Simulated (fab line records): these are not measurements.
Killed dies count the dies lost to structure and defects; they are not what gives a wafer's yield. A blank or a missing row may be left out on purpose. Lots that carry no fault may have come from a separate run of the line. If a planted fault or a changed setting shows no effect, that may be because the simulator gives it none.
Which tool did it? | flow rit-cmos | 42 wafers from 14 lots sampled at 4 of the route's 202 steps

WHAT THE GAUGES SHOWED, per wafer
RIT_SDANNEAL_RS_MEAS_06: measurement is done with a four-point probe. Usual: PLDD_RS 178.7 ohm/sq, standard deviation 0.47.
lot  | measured    | on            | PLDD_RS (ohm/sq)  | flag
L505 | day 3 10:07 | film-metro-04 | 178.3 178.0 178.0 |
L507 | day 3 17:52 | film-metro-01 | 178.6 177.9 178.2 |
L508 | day 3 20:28 | film-metro-04 | 178.6 179.1 179.0 |
L511 | day 4 12:43 | film-metro-02 | 178.1 178.9 178.0 |
L512 | day 4 23:35 | film-metro-04 | 179.0 178.2 179.7 |
L513 | day 5 01:40 | film-metro-02 | 179.0 178.8 178.9 |
L514 | day 5 06:37 | film-metro-04 | 178.7 179.0 179.0 |
L515 | day 5 10:25 | film-metro-01 | 177.5 177.6 178.6 |
L516 | day 5 20:14 | film-metro-01 | 178.8 178.7 178.8 |
L517 | day 5 22:17 | film-metro-04 | 178.7 178.7 179.3 |
L518 | day 5 23:19 | film-metro-04 | 178.9 178.7 179.1 |
L522 | day 7 08:20 | film-metro-02 | 178.2 177.9 178.2 |
L523 | day 7 13:47 | film-metro-04 | 178.4 178.7 178.5 |
L528 | day 8 09:27 | film-metro-04 | 179.4 179.5 179.0 |

WHAT TOOL EACH LOT RAN ON (gives the tool, then ch and the chambers of the sampled wafers, and finally the start)
lot  | RIT_NRETRO_STRIP_09                 | RIT_NSD_STRIP_09                    | RIT_SDANNEAL_RTA_03
L505 | plasma-asher-03 ch 0,1, day 2 11:07 | plasma-asher-03 ch 0,1, day 3 07:38 | rtp-anneal-01 ch 0, day 3 09:49
L507 | plasma-asher-01 ch 0,1, day 2 22:23 | plasma-asher-04 ch 0,1, day 3 15:31 | rtp-anneal-02 ch 0, day 3 17:34
L508 | plasma-asher-02 ch 0,1, day 2 23:17 | plasma-asher-03 ch 0,1, day 3 17:58 | rtp-anneal-01 ch 0, day 3 20:10
L511 | plasma-asher-02 ch 0,1, day 3 13:52 | plasma-asher-03 ch 0, day 4 10:11   | rtp-anneal-02 ch 0, day 4 12:25
L512 | plasma-asher-01 ch 0,1, day 3 18:56 | plasma-asher-04 ch 0,1, day 4 21:02 | rtp-anneal-01 ch 0, day 4 23:17
L513 | plasma-asher-03 ch 0,1, day 4 01:46 | plasma-asher-03 ch 0,1, day 4 23:21 | rtp-anneal-02 ch 0, day 5 01:22
L514 | plasma-asher-01 ch 0,1, day 4 08:50 | plasma-asher-03 ch 0, day 5 04:09   | rtp-anneal-01 ch 0, day 5 06:19
L515 | plasma-asher-01 ch 0,1, day 4 09:33 | plasma-asher-04 ch 0,1, day 5 08:05 | rtp-anneal-02 ch 0, day 5 10:07
L516 | plasma-asher-01 ch 0,1, day 4 17:40 | plasma-asher-03 ch 0,1, day 5 17:53 | rtp-anneal-01 ch 0, day 5 19:56
L517 | plasma-asher-01 ch 0,1, day 4 22:29 | plasma-asher-03 ch 0,1, day 5 19:58 | rtp-anneal-02 ch 0, day 5 21:58
L518 | plasma-asher-01 ch 0,1, day 4 23:02 | plasma-asher-04 ch 0,1, day 5 20:59 | rtp-anneal-01 ch 0, day 5 23:01
L522 | plasma-asher-03 ch 0,1, day 5 23:32 | plasma-asher-01 ch 0,1, day 7 05:53 | rtp-anneal-01 ch 0, day 7 08:02
L523 | plasma-asher-01 ch 0,1, day 6 09:25 | plasma-asher-03 ch 0,1, day 7 10:42 | rtp-anneal-02 ch 0, day 7 13:29
L528 | plasma-asher-03 ch 0,1, day 7 10:03 | plasma-asher-01 ch 0,1, day 8 07:01 | rtp-anneal-01 ch 0, day 8 09:09
- RIT_NRETRO_STRIP_09: strips in O2, time 180 s.
- RIT_NSD_STRIP_09: strips in O2, time 180 s.
- RIT_SDANNEAL_RTA_03: time 5 s.

AS READ BY THE TOOLS THEMSELVES (means over the sampled wafers that have a number; for cases with no such wafer, the mark the record gives instead)
RIT_NRETRO_STRIP_09. Usual: drypump-motor-current-A 5.7 A, standard deviation 0.56.
lot  | tool            | drypump-motor-current-A (A) | flag
L505 | plasma-asher-03 | 5.7                         |
L507 | plasma-asher-01 | 5.3                         |
L508 | plasma-asher-02 | 6.1                         |
L511 | plasma-asher-02 | 5.6                         |
L512 | plasma-asher-01 | 5.3                         |
L513 | plasma-asher-03 | 5.7                         |
L514 | plasma-asher-01 | 5.3                         |
L515 | plasma-asher-01 | 5.5                         |
L516 | plasma-asher-01 | 5.5                         |
L517 | plasma-asher-01 | 5.3                         |
L518 | plasma-asher-01 | 5.3                         |
L522 | plasma-asher-03 | 6.0                         |
L523 | plasma-asher-01 | 5.3                         |
L528 | plasma-asher-03 | 6.0                         |

RIT_NSD_STRIP_09. Usual: drypump-motor-current-A 5.7 A, standard deviation 0.38.
lot  | tool            | drypump-motor-current-A (A) | flag
L505 | plasma-asher-03 | 5.8                         |
L507 | plasma-asher-04 | 5.7                         |
L508 | plasma-asher-03 | 6.0                         |
L511 | plasma-asher-03 | 6.3                         |
L512 | plasma-asher-04 | 5.8                         |
L513 | plasma-asher-03 | 5.8                         |
L514 | plasma-asher-03 | 6.2                         |
L515 | plasma-asher-04 | 5.7                         |
L516 | plasma-asher-03 | 5.8                         |
L517 | plasma-asher-03 | 5.7                         |
L518 | plasma-asher-04 | 5.8                         |
L522 | plasma-asher-01 | 5.5                         |
L523 | plasma-asher-03 | 5.9                         |
L528 | plasma-asher-01 | 5.3                         |

RIT_SDANNEAL_RTA_03. Usual: wafer_temp_C_max 1053.6, standard deviation 1.3.
lot  | tool          | wafer_temp_C_max | flag
L505 | rtp-anneal-01 | 1054.0           |
L507 | rtp-anneal-02 | 1053.0           |
L508 | rtp-anneal-01 | 1053.7           |
L511 | rtp-anneal-02 | 1052.8           |
L512 | rtp-anneal-01 | 1053.6           |
L513 | rtp-anneal-02 | 1054.4           |
L514 | rtp-anneal-01 | 1054.3           |
L515 | rtp-anneal-02 | 1052.9           |
L516 | rtp-anneal-01 | 1054.6           |
L517 | rtp-anneal-02 | 1054.5           |
L518 | rtp-anneal-01 | 1052.2           |
L522 | rtp-anneal-01 | 1053.3           |
L523 | rtp-anneal-02 | 1054.6           |
L528 | rtp-anneal-01 | 1054.3           |

THE ANSWER, worked out from the rows above alone
Rule: take the mean of a lot's wafers that have a number; if it is more than 3 standard deviations from the usual mean, the lot is off. Also off: a lot with no number at a reading for which 4 or more lots have one. Where the step has rows for the other lots, those lots are counted as sound. Order of review: gauges by route order, followed by the tools' own readings, for which a lot's mean as printed above is used. At the first step where some lot is off, the reading lying furthest off is the one used; lots without a number count as furthest.
No lot is off on any of the readings shown, so nothing can be concluded from this.

WHAT WAS PUT IN BY THE SIMULATOR
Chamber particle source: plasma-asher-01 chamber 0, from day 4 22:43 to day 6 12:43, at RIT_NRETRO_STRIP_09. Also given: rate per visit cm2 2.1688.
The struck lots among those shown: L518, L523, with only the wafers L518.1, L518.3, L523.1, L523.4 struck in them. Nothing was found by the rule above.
